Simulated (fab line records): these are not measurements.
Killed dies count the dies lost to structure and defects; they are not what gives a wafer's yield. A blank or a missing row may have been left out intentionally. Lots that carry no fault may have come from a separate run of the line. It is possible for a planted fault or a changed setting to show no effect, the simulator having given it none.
fab line records || flow rit-cmos
record {"lots": 5, "wafers": 15, "last-day": 7}
route steps=202 shown GATE@83 M1@202
lots with no fault: from the same line, run without faults
start-h: hours from the record's opening day to when the first of the lot's shown wafers began || wait-h: time in hours since the lot's previous step || " repeats the value in the row above || L1.1+2: one row covering several wafers at once || - either no value or no given start || * or withheld: withheld || < > ~ a bound
route shown NAME@n: NAME is a module with steps in the file, n the number in the route of the first one || usual: average and standard deviation across the fault-free wafers || same: alike in all rows || chamber/n: place in a boat || sites: readings site by site || _std_site: standard deviation across them || _edge_site: outer sites' mean less inner sites' || radius-mm: for every site, how far away it sits from the centre of the wafer || mask NAME#n: copy n || behind: tool/chamber where the wafer was last shaped || hold: why the lot was held/for how many hours/how that ended || device: the n, p or np transistor that did not switch || end of line: the route-end tests of the same wafers || a step without rows: its recipe alone || killed: at the first sort, the dies lost to defects and structure; wafer yield is something else || map: per-die view of a wafer (x killed, . not killed, _ where there is no die)
set.NAME: the setting the step ran with; set.NAME@STEP: the setting that earlier step ran with || model.NAME: the simulator's own value behind a step, which no gauge read
lots seen at some steps along the route; tables by step, rows by wafer
services: from which hour (start-h, from the record's first day; less than 0 if before it) a tool's chamber was out of use, for how many hours, and why
## steps
# step RIT_GATE_THK_MEAS_07
# recipe {"reads": "SiO2_of_GATE_OXIDATION_05"}
# usual {"GATE_OXIDE_THK": "2.98/0.065"}
{"lot.wafer": "L440.2", "tool": "film-metro-01", "chamber": "-", "start-h": 48.71, "wait-h": 0.0, "GATE_OXIDE_THK[nm]": 3.02}
{"lot.wafer": "L440.4", "tool": "film-metro-01", "chamber": "-", "start-h": 48.71, "wait-h": 0.0, "GATE_OXIDE_THK[nm]": 3.02}
{"lot.wafer": "L440.5", "tool": "film-metro-01", "chamber": "-", "start-h": 48.71, "wait-h": 0.0, "GATE_OXIDE_THK[nm]": 3.03}
{"lot.wafer": "L445.2", "tool": "film-metro-02", "chamber": "-", "start-h": 69.06, "wait-h": 0.0, "GATE_OXIDE_THK[nm]": 2.99}
{"lot.wafer": "L445.4", "tool": "film-metro-02", "chamber": "-", "start-h": 69.06, "wait-h": 0.0, "GATE_OXIDE_THK[nm]": 2.97}
{"lot.wafer": "L445.6", "tool": "film-metro-02", "chamber": "-", "start-h": 69.06, "wait-h": 0.0, "GATE_OXIDE_THK[nm]": 3.02}
{"lot.wafer": "L450.1", "tool": "film-metro-02", "chamber": "-", "start-h": 99.35, "wait-h": 0.0, "GATE_OXIDE_THK[nm]": 2.86}
{"lot.wafer": "L450.2", "tool": "film-metro-02", "chamber": "-", "start-h": 99.35, "wait-h": 0.0, "GATE_OXIDE_THK[nm]": 2.81}
{"lot.wafer": "L450.6", "tool": "film-metro-02", "chamber": "-", "start-h": 99.35, "wait-h": 0.0, "GATE_OXIDE_THK[nm]": 2.94}
{"lot.wafer": "L460.1", "tool": "film-metro-01", "chamber": "-", "start-h": 140.11, "wait-h": 0.0, "GATE_OXIDE_THK[nm]": 2.91}
{"lot.wafer": "L460.5", "tool": "film-metro-01", "chamber": "-", "start-h": 140.11, "wait-h": 0.0, "GATE_OXIDE_THK[nm]": 3.04}
{"lot.wafer": "L460.6", "tool": "film-metro-01", "chamber": "-", "start-h": 140.11, "wait-h": 0.0, "GATE_OXIDE_THK[nm]": 3.01}
{"lot.wafer": "L462.2", "tool": "film-metro-02", "chamber": "-", "start-h": 153.46, "wait-h": 0.0, "GATE_OXIDE_THK[nm]": 2.94}
{"lot.wafer": "L462.3", "tool": "film-metro-02", "chamber": "-", "start-h": 153.46, "wait-h": 0.0, "GATE_OXIDE_THK[nm]": 2.99}
{"lot.wafer": "L462.5", "tool": "film-metro-02", "chamber": "-", "start-h": 153.46, "wait-h": 0.0, "GATE_OXIDE_THK[nm]": 3.03}
# step RIT_GATE_CVD_08
# recipe {"material": "poly-Si", "target-thk-nm": 250, "temp-c": 610, "precursor": "SiH4", "time-s": 2220, "pressure-mtorr": 300, "sih4-flow-sccm": 100}
# step RIT_GATE_THK_MEAS_09
# recipe {"reads": "poly-Si_of_GATE_CVD_08"}
# usual {"GATE_POLY_THK": "249.9/2.3"}
{"lot.wafer": "L440.2", "tool": "film-metro-01", "chamber": "-", "start-h": 50.39, "wait-h": 0.0, "GATE_POLY_THK[nm]": 253.2}
{"lot.wafer": "L440.4", "tool": "film-metro-01", "chamber": "-", "start-h": 50.39, "wait-h": 0.0, "GATE_POLY_THK[nm]": 246.8}
{"lot.wafer": "L440.5", "tool": "film-metro-01", "chamber": "-", "start-h": 50.39, "wait-h": 0.0, "GATE_POLY_THK[nm]": 249.1}
{"lot.wafer": "L445.2", "tool": "film-metro-02", "chamber": "-", "start-h": 70.74, "wait-h": 0.0, "GATE_POLY_THK[nm]": 247.8}
{"lot.wafer": "L445.4", "tool": "film-metro-02", "chamber": "-", "start-h": 70.74, "wait-h": 0.0, "GATE_POLY_THK[nm]": 248.2}
{"lot.wafer": "L445.6", "tool": "film-metro-02", "chamber": "-", "start-h": 70.74, "wait-h": 0.0, "GATE_POLY_THK[nm]": 250.3}
{"lot.wafer": "L450.1", "tool": "film-metro-01", "chamber": "-", "start-h": 102.19, "wait-h": 0.0, "GATE_POLY_THK[nm]": 248.8}
{"lot.wafer": "L450.2", "tool": "film-metro-01", "chamber": "-", "start-h": 102.19, "wait-h": 0.0, "GATE_POLY_THK[nm]": 247.2}
{"lot.wafer": "L450.6", "tool": "film-metro-01", "chamber": "-", "start-h": 102.19, "wait-h": 0.0, "GATE_POLY_THK[nm]": 249.4}
{"lot.wafer": "L460.1", "tool": "film-metro-02", "chamber": "-", "start-h": 142.25, "wait-h": 0.0, "GATE_POLY_THK[nm]": 254.0}
{"lot.wafer": "L460.5", "tool": "film-metro-02", "chamber": "-", "start-h": 142.25, "wait-h": 0.0, "GATE_POLY_THK[nm]": 252.6}
{"lot.wafer": "L460.6", "tool": "film-metro-02", "chamber": "-", "start-h": 142.25, "wait-h": 0.0, "GATE_POLY_THK[nm]": 254.9}
{"lot.wafer": "L462.2", "tool": "film-metro-01", "chamber": "-", "start-h": 155.14, "wait-h": 0.0, "GATE_POLY_THK[nm]": 252.8}
{"lot.wafer": "L462.3", "tool": "film-metro-01", "chamber": "-", "start-h": 155.14, "wait-h": 0.0, "GATE_POLY_THK[nm]": 252.5}
{"lot.wafer": "L462.5", "tool": "film-metro-01", "chamber": "-", "start-h": 155.14, "wait-h": 0.0, "GATE_POLY_THK[nm]": 253.0}
# step RIT_GATE_HMDS_10
# recipe {"prime-time-s": 60, "prime-temp-c": 140}
# step RIT_GATE_COAT_11
# recipe {"resist": "NOVOLAK", "spin-rpm": 4250, "resist-thk-nm": 850}
# step RIT_GATE_SOFTBAKE_12
# recipe {"resist": "NOVOLAK", "temp-c": 90, "time-s": 60}
# step RIT_GATE_EXPOSE_13
# recipe {"mask-id": "M6", "na": 0.6, "source-shape": "conventional", "sigma-outer": 0.6, "target-cd-nm": 150, "dose-mj": 380}
# step RIT_GATE_PEB_14
# recipe {"resist": "NOVOLAK", "temp-c": "withheld", "time-s": "withheld"}
# step RIT_GATE_DEVELOP_15
# recipe {"resist": "NOVOLAK", "develop-time-s": 50, "dev-temp-c": 23}
# step RIT_GATE_CD_MEAS_16
# recipe {"target-cd-nm": 150}
# usual {"cd-nm": "149.6/2.5"}
{"lot.wafer": "L440.2", "tool": "cd-sem-01", "chamber": "-", "start-h": 51.31, "wait-h": "-", "cd-nm": 149.5}
{"lot.wafer": "L440.4", "tool": "cd-sem-01", "chamber": "-", "start-h": 51.31, "wait-h": "-", "cd-nm": 147.5}
{"lot.wafer": "L440.5", "tool": "cd-sem-01", "chamber": "-", "start-h": 51.31, "wait-h": "-", "cd-nm": 150.0}
{"lot.wafer": "L445.2", "tool": "cd-sem-02", "chamber": "-", "start-h": 71.66, "wait-h": "-", "cd-nm": 148.0}
{"lot.wafer": "L445.4", "tool": "cd-sem-02", "chamber": "-", "start-h": 71.66, "wait-h": "-", "cd-nm": 149.6}
{"lot.wafer": "L445.6", "tool": "cd-sem-02", "chamber": "-", "start-h": 71.66, "wait-h": "-", "cd-nm": 147.9}
{"lot.wafer": "L450.1", "tool": "cd-sem-01", "chamber": "-", "start-h": 103.10, "wait-h": "-", "cd-nm": 148.6}
{"lot.wafer": "L450.2", "tool": "cd-sem-01", "chamber": "-", "start-h": 103.10, "wait-h": "-", "cd-nm": 147.8}
{"lot.wafer": "L450.6", "tool": "cd-sem-01", "chamber": "-", "start-h": 103.10, "wait-h": "-", "cd-nm": 148.6}
{"lot.wafer": "L460.1", "tool": "cd-sem-02", "chamber": "-", "start-h": 143.23, "wait-h": "-", "cd-nm": 151.2}
{"lot.wafer": "L460.5", "tool": "cd-sem-02", "chamber": "-", "start-h": 143.23, "wait-h": "-", "cd-nm": 151.7}
{"lot.wafer": "L460.6", "tool": "cd-sem-02", "chamber": "-", "start-h": 143.23, "wait-h": "-", "cd-nm": 153.2}
{"lot.wafer": "L462.2", "tool": "cd-sem-02", "chamber": "-", "start-h": 156.19, "wait-h": "-", "cd-nm": 152.5}
{"lot.wafer": "L462.3", "tool": "cd-sem-02", "chamber": "-", "start-h": 156.19, "wait-h": "-", "cd-nm": 151.5}
{"lot.wafer": "L462.5", "tool": "cd-sem-02", "chamber": "-", "start-h": 156.19, "wait-h": "-", "cd-nm": 153.1}
# step RIT_GATE_OVL_MEAS_17
# usual {"GATE_OVL": "0.6/1.5"}
{"lot.wafer": "L440.2", "tool": "overlay-01", "chamber": "-", "start-h": 51.41, "wait-h": 0.1, "GATE_OVL[nm]": 2.7}
{"lot.wafer": "L440.4", "tool": "overlay-01", "chamber": "-", "start-h": 51.41, "wait-h": 0.1, "GATE_OVL[nm]": 2.9}
{"lot.wafer": "L440.5", "tool": "overlay-01", "chamber": "-", "start-h": 51.41, "wait-h": 0.1, "GATE_OVL[nm]": 2.6}
{"lot.wafer": "L445.2", "tool": "overlay-02", "chamber": "-", "start-h": 71.76, "wait-h": 0.1, "GATE_OVL[nm]": 1.1}
{"lot.wafer": "L445.4", "tool": "overlay-02", "chamber": "-", "start-h": 71.76, "wait-h": 0.1, "GATE_OVL[nm]": 0.6}
{"lot.wafer": "L445.6", "tool": "overlay-02", "chamber": "-", "start-h": 71.76, "wait-h": 0.1, "GATE_OVL[nm]": 0.4}
{"lot.wafer": "L450.1", "tool": "overlay-02", "chamber": "-", "start-h": 103.22, "wait-h": 0.1, "GATE_OVL[nm]": 2.7}
{"lot.wafer": "L450.2", "tool": "overlay-02", "chamber": "-", "start-h": 103.22, "wait-h": 0.1, "GATE_OVL[nm]": 1.4}
{"lot.wafer": "L450.6", "tool": "overlay-02", "chamber": "-", "start-h": 103.22, "wait-h": 0.1, "GATE_OVL[nm]": 3.2}
{"lot.wafer": "L460.1", "tool": "overlay-02", "chamber": "-", "start-h": 143.35, "wait-h": 0.1, "GATE_OVL[nm]": 1.2}
{"lot.wafer": "L460.5", "tool": "overlay-02", "chamber": "-", "start-h": 143.35, "wait-h": 0.1, "GATE_OVL[nm]": -0.7}
{"lot.wafer": "L460.6", "tool": "overlay-02", "chamber": "-", "start-h": 143.35, "wait-h": 0.1, "GATE_OVL[nm]": 1.6}
{"lot.wafer": "L462.2", "tool": "overlay-02", "chamber": "-", "start-h": 156.29, "wait-h": 0.1, "GATE_OVL[nm]": 0.9}
{"lot.wafer": "L462.3", "tool": "overlay-02", "chamber": "-", "start-h": 156.29, "wait-h": 0.1, "GATE_OVL[nm]": 0.1}
{"lot.wafer": "L462.5", "tool": "overlay-02", "chamber": "-", "start-h": 156.29, "wait-h": 0.1, "GATE_OVL[nm]": 1.0}
# step RIT_GATE_HARDBAKE_18
# recipe {"resist": "NOVOLAK", "temp-c": 140, "time-s": 60}
# step RIT_GATE_ETCH_19
# recipe {"chemistry": "SF6/CHF3/O2", "time-s": 168.1, "SF6_flow_sccm": 30, "CHF3_flow_sccm": 30, "O2_flow_sccm": 5, "target": "poly-Si", "pressure-mtorr": 40, "rf-w": 160, "target-depth-a": 3125, "over-etch-frac": 0.25, "stop-on": "SiO2"}
# usual {"O2_flow_sccm": "4.998/0.015", "drypump-motor-current-A": "5.7/0.42", "oes-product-au": "0.841/0.012", "over-etch-frac": "0.25/0", "throttle-valve-pct": "10.24/0.15"}
{"lot.wafer": "L440.2", "tool": "rie-si-01", "chamber": 3, "start-h": 51.64, "wait-h": 0.1, "O2_flow_sccm": 4.990, "drypump-motor-current-A": 5.1, "oes-product-au": 0.842, "over-etch-frac": 0.25, "rf-hours-counter-h": 40, "throttle-valve-pct": 10.28, "model.NOVOLAK_of_GATE_COAT_11.thk-nm": 674.8}
{"lot.wafer": "L440.4", "tool": "rie-si-01", "chamber": 0, "start-h": 51.64, "wait-h": 0.1, "O2_flow_sccm": 4.980, "drypump-motor-current-A": 5.7, "oes-product-au": 0.851, "over-etch-frac": 0.25, "rf-hours-counter-h": "-", "throttle-valve-pct": 10.13, "model.NOVOLAK_of_GATE_COAT_11.thk-nm": 668.5}
{"lot.wafer": "L440.5", "tool": "rie-si-01", "chamber": 3, "start-h": 51.64, "wait-h": 0.1, "O2_flow_sccm": 5.027, "drypump-motor-current-A": 5.1, "oes-product-au": 0.833, "over-etch-frac": 0.25, "rf-hours-counter-h": "-", "throttle-valve-pct": 10.28, "model.NOVOLAK_of_GATE_COAT_11.thk-nm": 672.4}
{"lot.wafer": "L445.2", "tool": "rie-si-02", "chamber": 3, "start-h": 71.94, "wait-h": 0.1, "O2_flow_sccm": 4.998, "drypump-motor-current-A": 5.8, "oes-product-au": 0.829, "over-etch-frac": 0.25, "rf-hours-counter-h": 118, "throttle-valve-pct": 10.03, "model.NOVOLAK_of_GATE_COAT_11.thk-nm": 669.8}
{"lot.wafer": "L445.4", "tool": "rie-si-02", "chamber": 2, "start-h": 71.94, "wait-h": 0.1, "O2_flow_sccm": 4.959, "drypump-motor-current-A": 6.1, "oes-product-au": 0.842, "over-etch-frac": 0.25, "rf-hours-counter-h": 68, "throttle-valve-pct": 10.17, "model.NOVOLAK_of_GATE_COAT_11.thk-nm": 669}
{"lot.wafer": "L445.6", "tool": "rie-si-02", "chamber": 2, "start-h": 71.94, "wait-h": 0.1, "O2_flow_sccm": 4.959, "drypump-motor-current-A": 6.1, "oes-product-au": 0.843, "over-etch-frac": 0.25, "rf-hours-counter-h": "-", "throttle-valve-pct": 10.17, "model.NOVOLAK_of_GATE_COAT_11.thk-nm": 669.8}
{"lot.wafer": "L450.1", "tool": "rie-si-01", "chamber": 0, "start-h": 103.44, "wait-h": 0.1, "O2_flow_sccm": 5.012, "drypump-motor-current-A": 5.7, "oes-product-au": 0.828, "over-etch-frac": 0.31123, "rf-hours-counter-h": 99, "throttle-valve-pct": 10.14, "model.NOVOLAK_of_GATE_COAT_11.thk-nm": 666}
{"lot.wafer": "L450.2", "tool": "rie-si-01", "chamber": 1, "start-h": 103.44, "wait-h": 0.1, "O2_flow_sccm": 5.015, "drypump-motor-current-A": 6.3, "oes-product-au": 0.832, "over-etch-frac": 0.25, "rf-hours-counter-h": 25, "throttle-valve-pct": 10.18, "model.NOVOLAK_of_GATE_COAT_11.thk-nm": 670.1}
{"lot.wafer": "L450.6", "tool": "rie-si-01", "chamber": 3, "start-h": 103.44, "wait-h": 0.1, "O2_flow_sccm": 5.003, "drypump-motor-current-A": 5.1, "oes-product-au": 0.832, "over-etch-frac": 0.25, "rf-hours-counter-h": "-", "throttle-valve-pct": 10.26, "model.NOVOLAK_of_GATE_COAT_11.thk-nm": 671.4}
{"lot.wafer": "L460.1", "tool": "rie-si-02", "chamber": 0, "start-h": 143.54, "wait-h": 0.1, "O2_flow_sccm": 5.007, "drypump-motor-current-A": 5.1, "oes-product-au": 0.840, "over-etch-frac": 0.25, "rf-hours-counter-h": 110, "throttle-valve-pct": 10.40, "model.NOVOLAK_of_GATE_COAT_11.thk-nm": 667.6}
{"lot.wafer": "L460.5", "tool": "rie-si-02", "chamber": 1, "start-h": 143.54, "wait-h": 0.1, "O2_flow_sccm": 4.974, "drypump-motor-current-A": 5.4, "oes-product-au": 0.844, "over-etch-frac": 0.25, "rf-hours-counter-h": "-", "throttle-valve-pct": 10.47, "model.NOVOLAK_of_GATE_COAT_11.thk-nm": 668.1}
{"lot.wafer": "L460.6", "tool": "rie-si-02", "chamber": 2, "start-h": 143.54, "wait-h": 0.1, "O2_flow_sccm": 4.990, "drypump-motor-current-A": 6.1, "oes-product-au": 0.865, "over-etch-frac": 0.25, "rf-hours-counter-h": "-", "throttle-valve-pct": 10.19, "model.NOVOLAK_of_GATE_COAT_11.thk-nm": 671.2}
{"lot.wafer": "L462.2", "tool": "rie-si-02", "chamber": 3, "start-h": 156.47, "wait-h": 0.1, "O2_flow_sccm": 4.983, "drypump-motor-current-A": 5.9, "oes-product-au": 0.847, "over-etch-frac": 0.25, "rf-hours-counter-h": 119, "throttle-valve-pct": 10.03, "model.NOVOLAK_of_GATE_COAT_11.thk-nm": 671.4}
{"lot.wafer": "L462.3", "tool": "rie-si-02", "chamber": 2, "start-h": 156.47, "wait-h": 0.1, "O2_flow_sccm": 5.007, "drypump-motor-current-A": 6.1, "oes-product-au": 0.859, "over-etch-frac": 0.25, "rf-hours-counter-h": 69, "throttle-valve-pct": 10.16, "model.NOVOLAK_of_GATE_COAT_11.thk-nm": 673.1}
{"lot.wafer": "L462.5", "tool": "rie-si-02", "chamber": 2, "start-h": 156.47, "wait-h": 0.1, "O2_flow_sccm": 5.036, "drypump-motor-current-A": 6.1, "oes-product-au": 0.852, "over-etch-frac": 0.25, "rf-hours-counter-h": "-", "throttle-valve-pct": 10.16, "model.NOVOLAK_of_GATE_COAT_11.thk-nm": 670.5}
# step RIT_GATE_STRIP_20
# recipe {"chemistry": "O2", "time-s": 180, "resist": "NOVOLAK", "platen-temp-c": "withheld", "power-w": 500, "pressure-mtorr": 4000, "o2-flow-sccm": 4000}
# usual {"drypump-motor-current-A": "5.4/0.38"}
{"lot.wafer": "L440.2", "tool": "plasma-asher-02", "chamber": 1, "start-h": 51.75, "wait-h": 0.1, "drypump-motor-current-A": 6.1, "rf-hours-counter-h": 39}
{"lot.wafer": "L440.4", "tool": "plasma-asher-02", "chamber": 0, "start-h": 51.75, "wait-h": 0.1, "drypump-motor-current-A": 5.3, "rf-hours-counter-h": "-"}
{"lot.wafer": "L440.5", "tool": "plasma-asher-02", "chamber": 0, "start-h": 51.75, "wait-h": 0.1, "drypump-motor-current-A": 5.3, "rf-hours-counter-h": "-"}
{"lot.wafer": "L445.2", "tool": "plasma-asher-02", "chamber": 0, "start-h": 72.05, "wait-h": 0.1, "drypump-motor-current-A": 5.3, "rf-hours-counter-h": 41}
{"lot.wafer": "L445.4", "tool": "plasma-asher-02", "chamber": 1, "start-h": 72.05, "wait-h": 0.1, "drypump-motor-current-A": 6.1, "rf-hours-counter-h": "-"}
{"lot.wafer": "L445.6", "tool": "plasma-asher-02", "chamber": 1, "start-h": 72.05, "wait-h": 0.1, "drypump-motor-current-A": 6.1, "rf-hours-counter-h": "-"}
{"lot.wafer": "L450.1", "tool": "plasma-asher-04", "chamber": 1, "start-h": 103.55, "wait-h": 0.1, "drypump-motor-current-A": 5.2, "rf-hours-counter-h": 33}
{"lot.wafer": "L450.2", "tool": "plasma-asher-04", "chamber": 0, "start-h": 103.55, "wait-h": 0.1, "drypump-motor-current-A": 5.8, "rf-hours-counter-h": 33}
{"lot.wafer": "L450.6", "tool": "plasma-asher-04", "chamber": 0, "start-h": 103.55, "wait-h": 0.1, "drypump-motor-current-A": 5.7, "rf-hours-counter-h": "-"}
{"lot.wafer": "L460.1", "tool": "plasma-asher-01", "chamber": 1, "start-h": 143.65, "wait-h": 0.1, "drypump-motor-current-A": 5.4, "rf-hours-counter-h": 50}
{"lot.wafer": "L460.5", "tool": "plasma-asher-01", "chamber": 1, "start-h": 143.65, "wait-h": 0.1, "drypump-motor-current-A": 5.4, "rf-hours-counter-h": "-"}
{"lot.wafer": "L460.6", "tool": "plasma-asher-01", "chamber": 0, "start-h": 143.65, "wait-h": 0.1, "drypump-motor-current-A": 4.9, "rf-hours-counter-h": "-"}
{"lot.wafer": "L462.2", "tool": "plasma-asher-04", "chamber": 1, "start-h": 156.58, "wait-h": 0.1, "drypump-motor-current-A": 5.2, "rf-hours-counter-h": 40}
{"lot.wafer": "L462.3", "tool": "plasma-asher-04", "chamber": 1, "start-h": 156.58, "wait-h": 0.1, "drypump-motor-current-A": 5.2, "rf-hours-counter-h": "-"}
{"lot.wafer": "L462.5", "tool": "plasma-asher-04", "chamber": 1, "start-h": 156.58, "wait-h": 0.1, "drypump-motor-current-A": 5.2, "rf-hours-counter-h": "-"}
# step RIT_M1_PROBE_99
# usual {"killed-at-contacts": "0.1/0.27", "killed-at-front-end": "7/3.3", "killed-dies": "7/3.3", "killed-on-rim": "2.0/1.5", "killed-open": "3.5/2", "killed-short": "3.8/2.2"}
# same {"gross-dies": 264, "killed_at_M0_to_M3": 0, "killed_at_M4_up": 0, "killed-at-back-side": 0, "killed-at-other": 0}
{"lot.wafer": "L445.2", "tool": "prober-02", "chamber": "-", "start-h": 91.72, "wait-h": 0.1, "killed-at-contacts": 0, "killed-at-front-end": 11, "killed-dies": 11, "killed-on-rim": 3, "killed-open": 6, "killed-short": 5}
{"lot.wafer": "L445.4", "tool": "prober-02", "chamber": "-", "start-h": 91.82, "wait-h": 0.2, "killed-at-contacts": 0, "killed-at-front-end": 10, "killed-dies": 10, "killed-on-rim": 3, "killed-open": 5, "killed-short": 5}
{"lot.wafer": "L445.6", "tool": "prober-02", "chamber": "-", "start-h": 91.92, "wait-h": 0.2, "killed-at-contacts": 0, "killed-at-front-end": 8, "killed-dies": 8, "killed-on-rim": 1, "killed-open": 3, "killed-short": 5}
{"lot.wafer": "L450.1", "tool": "prober-01", "chamber": "-", "start-h": 123.00, "wait-h": 0.1, "killed-at-contacts": 0, "killed-at-front-end": 9, "killed-dies": 9, "killed-on-rim": 3, "killed-open": 4, "killed-short": 5}
{"lot.wafer": "L450.2", "tool": "prober-01", "chamber": "-", "start-h": 123.05, "wait-h": 0.1, "killed-at-contacts": 1, "killed-at-front-end": 5, "killed-dies": 6, "killed-on-rim": 0, "killed-open": 3, "killed-short": 3}
{"lot.wafer": "L450.6", "tool": "prober-01", "chamber": "-", "start-h": 123.25, "wait-h": 0.2, "killed-at-contacts": 0, "killed-at-front-end": 7, "killed-dies": 7, "killed-on-rim": 3, "killed-open": 2, "killed-short": 5}
{"lot.wafer": "L462.2", "tool": "prober-01", "chamber": "-", "start-h": 178.77, "wait-h": 0.1, "killed-at-contacts": 0, "killed-at-front-end": 6, "killed-dies": 6, "killed-on-rim": 1, "killed-open": 4, "killed-short": 2}
{"lot.wafer": "L462.3", "tool": "prober-01", "chamber": "-", "start-h": 178.82, "wait-h": 0.2, "killed-at-contacts": 0, "killed-at-front-end": 4, "killed-dies": 4, "killed-on-rim": 2, "killed-open": 2, "killed-short": 2}
{"lot.wafer": "L462.5", "tool": "prober-01", "chamber": "-", "start-h": 178.92, "wait-h": 0.2, "killed-at-contacts": 0, "killed-at-front-end": 8, "killed-dies": 8, "killed-on-rim": 3, "killed-open": 3, "killed-short": 5}
# killed by level:class
L445.2 GATE:geometric-particle:open=3 GATE:geometric-particle:short=2 REOX:geometric-particle:open=2 FOX1:geometric-particle:short=1 SILICIDE:geometric-particle:open=1 REOX:geometric-particle:short=1 SILICIDE:geometric-particle:short=1
L445.4 GATE:geometric-particle:open=3 GATE:geometric-particle:short=3 REOX:geometric-particle:open=1 REOX:geometric-particle:short=1 SPACER:geometric-particle:open=1 SILICIDE:geometric-particle:short=1
L445.6 GATE:geometric-particle:short=3 FOX2:geometric-particle:open=1 FOX2:geometric-particle:short=1 GATE:geometric-particle:open=1 REOX:geometric-particle:open=1 SILICIDE:geometric-particle:short=1
L450.1 SILICIDE:geometric-particle:short=4 FOX1:geometric-particle:open=2 GATE:geometric-particle:open=1 SPACER:geometric-particle:short=1 SILICIDE:geometric-particle:open=1
L450.2 GATE:geometric-particle:short=2 FOX1:geometric-particle:open=1 SPACER:geometric-particle:open=1 SILICIDE:geometric-particle:short=1 CONTACT:geometric-particle:open=1
L450.6 FOX1:geometric-particle:short=2 FOX1:geometric-particle:open=1 FOX2:geometric-particle:short=1 REOX:geometric-particle:short=1 SILICIDE:geometric-particle:open=1 SILICIDE:geometric-particle:short=1
L462.2 FOX1:geometric-particle:short=1 FOX1:geometric-particle:open=1 FOX2:geometric-particle:open=1 GATE:geometric-particle:short=1 GATE:geometric-particle:open=1 REOX:geometric-particle:open=1
L462.3 GATE:geometric-particle:open=2 GATE:geometric-particle:short=1 SPACER:geometric-particle:short=1
L462.5 GATE:geometric-particle:short=4 FOX1:geometric-particle:short=1 FOX1:geometric-particle:open=1 GATE:geometric-particle:open=1 SPACER:geometric-particle:open=1
## services
{"tool": "rie-si-01", "chamber": 1, "start-h": 32.45, "hours": 21.4, "kind": "repair"}
{"tool": "rie-si-01", "chamber": 2, "start-h": 57.26, "hours": "-", "kind": "clean"}
{"tool": "rie-si-01", "chamber": 2, "start-h": 57.26, "hours": 23.1, "kind": "scheduled-down"}
{"tool": "rie-si-01", "chamber": 2, "start-h": 57.26, "hours": 23.1, "kind": "vent-cycle"}
{"tool": "rie-si-01", "chamber": 0, "start-h": 59.27, "hours": 6.9, "kind": "repair"}
{"tool": "rie-si-02", "chamber": "-", "start-h": 62.73, "hours": 0.3, "kind": "repair"}
{"tool": "plasma-asher-02", "chamber": "-", "start-h": 108.75, "hours": 9.0, "kind": "pm"}
{"tool": "plasma-asher-02", "chamber": 0, "start-h": 108.75, "hours": 9.0, "kind": "vent-cycle"}
{"tool": "plasma-asher-02", "chamber": 1, "start-h": 108.75, "hours": 9.0, "kind": "vent-cycle"}
{"tool": "plasma-asher-02", "chamber": 0, "start-h": 117.75, "hours": "-", "kind": "clean"}
{"tool": "plasma-asher-02", "chamber": 1, "start-h": 117.75, "hours": "-", "kind": "clean"}
{"tool": "rie-si-01", "chamber": 2, "start-h": 130.34, "hours": 5.8, "kind": "repair"}
{"tool": "rie-si-01", "chamber": "-", "start-h": 141.44, "hours": 2.7, "kind": "repair"}
{"tool": "rie-si-02", "chamber": 1, "start-h": 155.34, "hours": 23.4, "kind": "repair"}
## key
first-sign {"step": "RIT_GATE_ETCH_19", "reading": "over-etch-frac", "direction": "up", "sigmas": "99+", "usual": 0.25, "struck": 0.31123}
effect none on later readings
model-effect {"step": "RIT_GATE_ETCH_19", "value": "NOVOLAK_of_GATE_COAT_11.thk-nm", "without": 670.2, "struck": 666}
met-at RIT_GATE_ETCH_19
struck-wafers L450.1
tester-left-out L450
onset-between 51.64 103.44
fault {"kind": "process-parameter-drift", "tool": "rie-si-01", "chamber": 0, "onset-h": 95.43, "steps": "RIT_GATE_ETCH_19", "channel": "over-etch-frac", "offset": 0.061226, "shape": "step", "end-h": 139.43, "stated": 0.25}
# tester-left-out: of these lots the tester's yield and bins aren't shown, on N5 and GAA mostly nor the transistor test; their killed dies are dies lost to structure and defects alone, not to doping, threshold or leakage, so they don't give the yield
